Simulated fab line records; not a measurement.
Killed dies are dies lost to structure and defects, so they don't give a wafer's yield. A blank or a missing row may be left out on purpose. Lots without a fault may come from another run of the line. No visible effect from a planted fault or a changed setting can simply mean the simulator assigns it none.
Code-filled problem report in 8D (eight disciplines) form || flow ritCmos || the parts of the form that need people (team, actions taken, sign-off) are left out

== 1. WHAT IS WRONG ==
Across 6 wafers from 2 lots, PSD_TW at RIT_PSD_TW_MEAS_10 averages 3703, while fault-free wafers read 3437 with a standard deviation of 24. Measured from the usual mean, that is +11 standard deviations.
Earliest sighting: wafer L775.1 on filmMetro-03 at day 5 13:18. At this step, 42 wafers from 14 lots have a number in the record. By rule, "out" or "out of limits" means more than 4 standard deviations away from the usual mean. The rest of the wafers with a number are treated as sound.

== 2. WHAT IT IS, AND WHAT IT ISN'T ==
{"question": "which readings at this step", "is": "PSD_TW", "is not": "-"}
{"question": "which lots", "is": "L775, L776", "is not": "L764, L765, L766, L767, L768, L769, L770, L773, L780, L782, L783, L786"}
{"question": "which wafers of those lots", "is": "all that have a number", "is not": "-"}
{"question": "read on which gauges", "is": "filmMetro-02, filmMetro-03", "is not": "filmMetro-04"}
{"question": "when", "is": "from day 5 13:18", "is not": "up to then (24 sound wafers); but 12 sound wafers of L780, L782, L783, L786 came after"}

== 3. SUSPECTS, AND WHAT RULES EACH OUT ==
Counting: a tool at any process step up to the reading remains a suspect when it ran all the lots that are out and ran no sound lot after the first of those.
- the gauge at RIT_PSD_TW_MEAS_10 has been ruled out. Those wafers that are out were read across 2 gauges (filmMetro-02, filmMetro-03).
- implanter-04 at RIT_PSD_IMPLANT_08: kept. It ran every lot that is out, first L775 (day 5 12:58), and no sound lot after that; its last sound lot up to then is L773 (day 5 02:53). Its own readings are out on those wafers: beamEnergyKeV.
The count leaves implanter-04 at RIT_PSD_IMPLANT_08.

== 4. THE CAUSE (what the simulator had put in) ==
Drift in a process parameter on implanter-04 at RIT_PSD_IMPLANT_08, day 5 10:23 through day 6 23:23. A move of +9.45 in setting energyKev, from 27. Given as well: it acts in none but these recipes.
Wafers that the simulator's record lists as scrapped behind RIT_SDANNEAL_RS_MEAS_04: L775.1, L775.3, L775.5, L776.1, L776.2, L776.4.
After counting, this tool was the only one left.

== 5. THE EFFECT CHAIN, in route order ==
One row per reading whose mean, taken over the struck wafers that have a number, lies over 3 standard deviations from the usual. Only readings for which the record gives a usual standard deviation are gone through. hours: the time from each lot's start at the first step in this table that gives one to its start at this step, as a median over the lots. sigmas: the change in usual standard deviations.
{"hours": 0, "step": "RIT_PSD_IMPLANT_08", "reading": "beamEnergyKeV", "usual": 27.000, "on struck wafers": 36.449, "change": "+9.449", "sigmas": "+99 or more"}
{"hours": 0, "step": "RIT_PSD_TW_MEAS_10", "reading": "PSD_TW", "usual": 3437, "on struck wafers": 3703, "change": "+266", "sigmas": "+11"}
{"hours": 5, "step": "RIT_SDANNEAL_RS_MEAS_04", "reading": "PSD_RS", "usual": "116.1 ohm/sq", "on struck wafers": 98.9, "change": -17.2, "sigmas": -57}
Here are the process steps it includes:
- RIT_PSD_IMPLANT_08

== 6. WHAT WOULD HAVE CAUGHT IT SOONER ==
Counted from the fault's start at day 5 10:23, it took 3 hours until the first out-of-limits reading at a measuring or inspecting step in this record, taken at day 5 13:18.
At RIT_PSD_IMPLANT_08, the tool's own readings (beamEnergyKeV) were out on each struck wafer the step has a row for, so an alarm limit on them would have fired on the first such wafer.
L776, from the lots that are out (2), started RIT_PSD_IMPLANT_08 on implanter-04 later than day 5 13:18. A hold on the tool at that time would have spared it.
